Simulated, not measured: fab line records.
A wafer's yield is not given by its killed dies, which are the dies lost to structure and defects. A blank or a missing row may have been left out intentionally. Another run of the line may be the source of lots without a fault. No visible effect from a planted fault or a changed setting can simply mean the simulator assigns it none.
Split-lot trial | flow rit_cmos | route with 202 steps; 5 lots, 23 wafers read

== ABOUT THE SPLIT ==
At RIT_ACTIVE_OXIDATION_01 (target thk 46.8 nm, ox time 3360 s), the setting ox_time_s was moved away from the recipe's 3360 s on 15 of the 23 wafers read, by -14.8% to +6.7%. The other wafers ran this setting at the recipe's value.

The reading comes from the split's own step.

== THE READING ==
SiO2_of_ACTIVE_OXIDATION_01.thk_nm (the simulator's own value, which no gauge read), in nm, at RIT_ACTIVE_OXIDATION_01 (target thk 46.8 nm, ox time 3360 s). The file gives no usual value for it. The 8 wafers here that ran the recipe average 48.05 nm, standard deviation 0.47 nm.

wafer  | tool, chamber at the split | ox_time_s as run, s | against the recipe | SiO2_of_ACTIVE_OXIDATION_01.thk_nm, nm | against lot-mates on the recipe
L074.1 | -, -                       | 2864                | -14.8%             | 41.78                                  | no lot-mate on the recipe
L074.2 | -, -                       | 2864                | -14.8%             | 41.94                                  | no lot-mate on the recipe
L074.3 | -, -                       | 2864                | -14.8%             | 43.03                                  | no lot-mate on the recipe
L074.5 | -, -                       | 2864                | -14.8%             | 42.46                                  | no lot-mate on the recipe
L074.6 | -, -                       | 2864                | -14.8%             | 42.38                                  | no lot-mate on the recipe
L076.1 | -, -                       | 2894                | -13.9%             | 43.19                                  | no lot-mate on the recipe
L076.2 | -, -                       | 2894                | -13.9%             | 42.33                                  | no lot-mate on the recipe
L076.3 | -, -                       | 2894                | -13.9%             | 41.82                                  | no lot-mate on the recipe
L076.5 | -, -                       | 2894                | -13.9%             | 43.05                                  | no lot-mate on the recipe
L076.6 | -, -                       | 2894                | -13.9%             | 42.54                                  | no lot-mate on the recipe
L077.2 | furnace-01, 0              | 3360                | recipe             | 48.32                                  | -
L077.4 | furnace-01, 0              | 3360                | recipe             | 48.21                                  | -
L077.5 | furnace-01, 0              | 3360                | recipe             | 47.77                                  | -
L079.2 | -, -                       | 3360                | recipe             | 48.4                                   | -
L079.3 | -, -                       | 3360                | recipe             | 47.47                                  | -
L079.4 | -, -                       | 3360                | recipe             | 48.15                                  | -
L079.5 | -, -                       | 3360                | recipe             | 47.27                                  | -
L079.6 | -, -                       | 3360                | recipe             | 48.79                                  | -
L083.1 | -, -                       | 3586                | +6.7%              | 48.28                                  | no lot-mate on the recipe
L083.2 | -, -                       | 3586                | +6.7%              | 48.44                                  | no lot-mate on the recipe
L083.3 | -, -                       | 3586                | +6.7%              | 47.39                                  | no lot-mate on the recipe
L083.4 | -, -                       | 3586                | +6.7%              | 47.52                                  | no lot-mate on the recipe
L083.6 | -, -                       | 3586                | +6.7%              | 48.73                                  | no lot-mate on the recipe

THE FIT
A straight line over all 23 wafers: SiO2_of_ACTIVE_OXIDATION_01.thk_nm changes by +0.306 nm for each +1% of ox_time_s; r = +0.95; the points scatter about the line by 0.96 nm.
Too few moved wafers with a lot-mate on the recipe to fit a line net of each lot's own level.

== THE FILE'S OWN FIT ==
SiO2_of_ACTIVE_OXIDATION_01.thk_nm changes by +0.306 nm for each +1% of ox_time_s, r = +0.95.
